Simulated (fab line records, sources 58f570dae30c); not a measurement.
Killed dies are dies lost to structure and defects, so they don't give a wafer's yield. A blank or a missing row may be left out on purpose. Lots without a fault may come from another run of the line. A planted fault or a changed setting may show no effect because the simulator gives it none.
Which tool did it? | flow berkeley_cmos170 | 12 lots, 36 wafers sampled, at 3 steps of a route of 331

WHAT THE GAUGES READ, wafer by wafer
UCB170_SDANNEAL_RS_MEAS_03: measures by four-point-probe.
lot  | measured     | on            | NSD_RS (ohm/sq)
L076 | day 8 03:38  | film_metro-01 | 37.20 37.25 37.27
L077 | day 8 04:32  | film_metro-03 | 37.38 37.27 37.37
L079 | day 9 21:44  | film_metro-02 | 37.37 37.34 37.33
L080 | day 9 21:04  | film_metro-02 | 37.30 37.34 37.30
L082 | day 10 02:39 | film_metro-01 | 37.34 37.33 37.32
L084 | day 10 12:40 | film_metro-01 | 37.27 37.20 37.29
L087 | day 11 06:17 | film_metro-01 | 37.35 37.29 37.30
L089 | day 11 20:17 | film_metro-02 | 37.22 37.31 37.14
L091 | day 12 01:14 | film_metro-01 | 37.37 37.30 37.29
L096 | day 12 19:35 | film_metro-02 | 37.27 37.27 37.26
L093 | day 12 16:25 | film_metro-02 | 37.26 37.25 37.18
L094 | day 12 19:25 | film_metro-01 | 37.30 37.24 37.29

WHICH TOOL RAN EACH LOT (tool, then ch and the chambers of the sampled wafers, then the start)
lot  | UCB170_ACTIVE_STRIP_16              | UCB170_BACKSIDE_STRIP_03
L076 | plasma_asher-03 ch 0,1, day 5 04:35 | plasma_asher-01 ch 0,1, day 8 02:59
L077 | plasma_asher-03 ch 0,1, day 5 10:13 | plasma_asher-01 ch 0,1, day 8 03:53
L079 | plasma_asher-03 ch 0,1, day 6 14:41 | plasma_asher-04 ch 0,1, day 9 21:02
L080 | plasma_asher-01 ch 0,1, day 6 15:08 | plasma_asher-02 ch 0,1, day 9 20:33
L082 | plasma_asher-02 ch 1, day 6 23:53   | plasma_asher-01 ch 0,1, day 10 02:07
L084 | plasma_asher-01 ch 0,1, day 7 06:34 | plasma_asher-04 ch 0,1, day 10 12:08
L087 | plasma_asher-01 ch 0,1, day 7 17:31 | plasma_asher-01 ch 0, day 11 05:45
L089 | plasma_asher-03 ch 0,1, day 8 08:55 | plasma_asher-02 ch 0,1, day 11 19:46
L091 | plasma_asher-03 ch 0,1, day 8 18:23 | plasma_asher-04 ch 0,1, day 12 00:41
L096 | plasma_asher-01 ch 0,1, day 9 11:44 | plasma_asher-04 ch 0,1, day 12 19:01
L093 | plasma_asher-02 ch 0,1, day 9 12:03 | plasma_asher-02 ch 0,1, day 12 15:41
L094 | plasma_asher-03 ch 0,1, day 9 12:17 | plasma_asher-02 ch 0,1, day 12 18:52
- UCB170_ACTIVE_STRIP_16: strips in O2.
- UCB170_BACKSIDE_STRIP_03: strips in O2.

THE ANSWER, worked out from the rows above alone
Rule: what is usual is taken from the lots themselves. Put in order of their means at a reading, lots are off if they are a third of the lots or fewer, leave a main group of 4 or more, and stand apart from it by a gap of 3 or more times the standard deviation of the main group's means; of several such gaps the widest counts. A main group whose means are all the same, to the digits that the tables above print for the reading, isn't used. A lot without any number at a reading at which 4 lots or more have one is off too. The other lots that the step has rows for count as sound.
No lot is off at any reading shown: from this, nothing can be told.

WHAT THE SIMULATOR HAD PUT IN
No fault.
